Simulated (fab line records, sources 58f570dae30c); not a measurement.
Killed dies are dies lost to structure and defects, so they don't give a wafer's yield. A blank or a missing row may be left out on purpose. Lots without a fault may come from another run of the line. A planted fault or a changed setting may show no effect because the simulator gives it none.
Which tool did it? | flow berkeley_cmos170 | 14 lots, 42 wafers sampled, at 5 steps of a route of 331

WHAT THE GAUGES READ, wafer by wafer
UCB170_NVT_OVL_MEAS_06. Usual: NVT_OVL -2 nm, standard deviation 5.4.
lot  | measured     | on         | NVT_OVL (nm) | flag
L857 | day 7 02:47  | overlay-01 | 1 1 -3       |
L858 | day 7 10:12  | overlay-02 | -11 -7 -12   |
L859 | day 7 10:26  | overlay-01 | -8 -1 3      |
L862 | day 7 20:29  | overlay-01 | 1 7 0        |
L860 | day 7 20:46  | overlay-02 | 5 1 9        |
L861 | day 7 20:52  | overlay-01 | 2 3 2        |
L864 | day 8 07:46  | overlay-02 | -8 -2 -2     |
L863 | day 8 08:14  | overlay-01 | 3 17 9       |
L866 | day 8 18:38  | overlay-01 | 2 5 1        |
L869 | day 9 04:02  | overlay-01 | -3 -1 -10    |
L876 | day 11 03:47 | overlay-02 | -1 -5 -10    |
L877 | day 11 15:44 | overlay-01 | 0 -2 -7      |
L878 | day 11 16:01 | overlay-01 | -5 0 -1      |
L879 | day 11 20:29 | overlay-01 | -7 -1 -5     |

UCB170_CONTACT_THK_MEAS_02. Usual: CONTACT_PSG_THK 701 nm, standard deviation 5.8.
lot  | measured     | on            | CONTACT_PSG_THK (nm) | flag
L857 | day 8 19:44  | film_metro-02 | 699 703 700          |
L858 | day 8 22:23  | film_metro-02 | 697 697 696          |
L859 | day 8 19:56  | film_metro-03 | 695 699 702          |
L862 | day 9 13:40  | film_metro-01 | 692 696 695          |
L860 | day 9 15:27  | film_metro-01 | 715 707 707          |
L861 | day 9 13:58  | film_metro-03 | 711 707 706          |
L864 | day 9 22:46  | film_metro-01 | 694 697 700          |
L863 | day 10 00:17 | film_metro-03 | 741 747 738          | OFF
L866 | day 10 12:29 | film_metro-01 | 749 749 749          | OFF
L869 | day 11 00:56 | film_metro-02 | 709 701 709          |
L876 | day 12 17:16 | film_metro-01 | 702 702 698          |
L877 | day 13 12:05 | film_metro-02 | 698 695 699          |
L878 | day 13 12:29 | film_metro-02 | 704 705 707          |
L879 | day 13 14:46 | film_metro-01 | 697 702 701          |

UCB170_V2_CD_MEAS_90: target cd 700 nm. Usual: cd_nm 700.8 nm, standard deviation 1.6.
lot  | measured     | on        | cd_nm (nm)        | flag
L857 | day 9 14:47  | cd_sem-01 | 700.0 701.1 700.7 |
L858 | day 9 14:28  | cd_sem-02 | 697.8 697.9 699.8 |
L859 | day 9 11:37  | cd_sem-02 | 701.1 701.0 700.2 |
L862 | day 10 04:16 | cd_sem-02 | 701.0 703.4 701.2 |
L860 | day 10 07:25 | cd_sem-02 | 701.8 702.3 702.2 |
L861 | day 10 06:19 | cd_sem-01 | 700.2 701.6 701.8 |
L864 | day 10 13:40 | cd_sem-01 | 701.9 702.4 701.2 |
L863 | day 10 15:32 | cd_sem-01 | 698.8 701.0 700.2 |
L866 | day 11 04:31 | cd_sem-02 | 701.1 699.4 701.4 |
L869 | day 11 16:25 | cd_sem-01 | 701.3 701.0 701.3 |
L876 | day 13 12:40 | cd_sem-01 | 699.9 701.0 700.0 |
L877 | day 14 03:12 | cd_sem-01 | 700.0 701.4 700.4 |
L878 | day 14 07:31 | cd_sem-02 | 703.1 701.2 701.1 |
L879 | day 14 08:37 | cd_sem-01 | 699.1 699.9 698.0 |

WHICH TOOL RAN EACH LOT (tool, then ch and the chambers of the sampled wafers, then the start)
lot  | UCB170_CONTACT_CVD_01       | UCB170_CONTACT_ETCH_18
L857 | lpcvd-02 ch 0, day 8 17:56  | rie_diel-04 ch 1,2, day 9 14:47 or earlier
L858 | lpcvd-02 ch 0, day 8 19:43  | rie_diel-01 ch 1,2,3, day 9 14:28 or earlier
L859 | lpcvd-01 ch 1, day 8 18:08  | rie_diel-02 ch 0,2,3, day 9 11:37 or earlier
L862 | lpcvd-02 ch 0, day 9 11:53  | rie_diel-02 ch 0,1,2, day 10 04:16 or earlier
L860 | lpcvd-02 ch 0, day 9 13:40  | rie_diel-02 ch 0,3, day 10 07:25 or earlier
L861 | lpcvd-01 ch 1, day 9 12:09  | rie_diel-04 ch 0,2,3, day 10 06:19 or earlier
L864 | lpcvd-02 ch 0, day 9 20:59  | rie_diel-01 ch 1,2, day 10 13:40 or earlier
L863 | lpcvd-01 ch 1, day 9 22:29  | rie_diel-02 ch 0,1,2, day 10 15:32 or earlier
L866 | lpcvd-01 ch 1, day 10 10:42 | rie_diel-04 ch 1,2,3, day 11 04:31 or earlier
L869 | lpcvd-02 ch 1, day 10 23:08 | rie_diel-01 ch 2,3, day 11 16:25 or earlier
L876 | lpcvd-02 ch 0, day 12 15:29 | rie_diel-01 ch 1,3, day 13 12:40 or earlier
L877 | lpcvd-01 ch 0, day 13 09:25 | rie_diel-01 ch 0,1,2, day 14 03:12 or earlier
L878 | lpcvd-02 ch 0, day 13 10:41 | rie_diel-04 ch 0,1,2, day 14 07:31 or earlier
L879 | lpcvd-01 ch 1, day 13 12:05 | rie_diel-02 ch 0,1,3, day 14 08:37 or earlier
- UCB170_CONTACT_CVD_01: deposits PSG from SiH4/O2/PH3, target thk 700 nm, time 2820 s.
- UCB170_CONTACT_ETCH_18: etches PSG in CHF3/CF4/Ar, stops on TiSi2, target depth 840 nm, time 195 s.

WHAT THE TOOLS THEMSELVES READ (means of the sampled wafers that have a number; where no wafer has one, the mark that the record gives instead)
UCB170_CONTACT_CVD_01. Usual: sih4_flow_sccm 60.03 sccm, standard deviation 0.18; spike_tc_load_C 468 C, standard deviation 4.3; zone_power_centre_pct 20.3 %, standard deviation 1.3.
lot  | tool     | sih4_flow_sccm (sccm) | spike_tc_load_C (C) | zone_power_centre_pct (%) | flag
L857 | lpcvd-02 | 60.03                 | 465                 | 20.7                      |
L858 | lpcvd-02 | 59.87                 | 465                 | 20.7                      |
L859 | lpcvd-01 | 59.84                 | 476                 | 21.6                      |
L862 | lpcvd-02 | 59.91                 | 464                 | 20.8                      |
L860 | lpcvd-02 | 60.05                 | 465                 | 20.7                      |
L861 | lpcvd-01 | 59.82                 | 475                 | 21.5                      |
L864 | lpcvd-02 | 60.01                 | 466                 | 20.9                      |
L863 | lpcvd-01 | 72.21                 | 476                 | 21.6                      | OFF
L866 | lpcvd-01 | 72.21                 | 476                 | 21.5                      | OFF
L869 | lpcvd-02 | 60.05                 | 469                 | 18.5                      |
L876 | lpcvd-02 | 59.94                 | 466                 | 20.6                      |
L877 | lpcvd-01 | 59.89                 | 467                 | 18.2                      |
L878 | lpcvd-02 | 60.02                 | 465                 | 20.7                      |
L879 | lpcvd-01 | 60.28                 | 474                 | 21.7                      |

UCB170_CONTACT_ETCH_18. Usual: CHF3_flow_sccm 45.01 sccm, standard deviation 0.13; drypump_motor_current_A 5.7 A, standard deviation 0.49; oes_product_au 0.893 a.u., standard deviation 0.012; throttle_valve_pct 6.88 %, standard deviation 0.12.
lot  | tool        | CHF3_flow_sccm (sccm) | drypump_motor_current_A (A) | oes_product_au (a.u.) | throttle_valve_pct (%) | flag
L857 | rie_diel-04 | 44.99                 | 5.8                         | 0.895                 | 6.76                   |
L858 | rie_diel-01 | 45.00                 | 5.7                         | 0.882                 | 6.86                   |
L859 | rie_diel-02 | 45.03                 | 5.8                         | 0.889                 | 6.90                   |
L862 | rie_diel-02 | 44.93                 | 5.5                         | 0.886                 | 6.90                   |
L860 | rie_diel-02 | 45.06                 | 5.6                         | 0.895                 | 6.76                   |
L861 | rie_diel-04 | 44.94                 | 5.7                         | 0.903                 | 6.96                   |
L864 | rie_diel-01 | 45.05                 | 5.8                         | 0.879                 | 6.87                   |
L863 | rie_diel-02 | 44.98                 | 5.5                         | 0.925                 | 6.89                   |
L866 | rie_diel-04 | 45.03                 | 5.7                         | 0.925                 | 6.86                   |
L869 | rie_diel-01 | 44.96                 | 6.2                         | 0.900                 | 6.84                   |
L876 | rie_diel-01 | 45.11                 | 5.2                         | 0.898                 | 6.87                   |
L877 | rie_diel-01 | 45.08                 | 5.4                         | 0.889                 | 6.91                   |
L878 | rie_diel-04 | 45.00                 | 5.8                         | 0.902                 | 6.85                   |
L879 | rie_diel-02 | 45.06                 | 5.7                         | 0.903                 | 6.79                   |

THE ANSWER, worked out from the rows above alone
Rule: a lot is off if the mean of its wafers that have a number lies more than 3 standard deviations from the usual mean. A lot without any number at a reading at which 4 lots or more have one is off too. The other lots that the step has rows for count as sound. The gauges are gone through in route order, then the tools' own readings, and for those a lot's mean is taken as printed above. The first step at which some lot is off is used, and at that step the reading that is off furthest; a lot without a number counts as furthest.
Off: L863, L866, at UCB170_CONTACT_THK_MEAS_02 (CONTACT_PSG_THK).
A tool fits if, at a process step before that reading, it ran every lot that is off, and no sound lot after the first of them. The gauges at UCB170_CONTACT_THK_MEAS_02 aren't tried: what is off there is off at UCB170_CONTACT_CVD_01 too, on other tools, and a gauge's error can't cause that. None of those tried fits.

WHAT THE SIMULATOR HAD PUT IN
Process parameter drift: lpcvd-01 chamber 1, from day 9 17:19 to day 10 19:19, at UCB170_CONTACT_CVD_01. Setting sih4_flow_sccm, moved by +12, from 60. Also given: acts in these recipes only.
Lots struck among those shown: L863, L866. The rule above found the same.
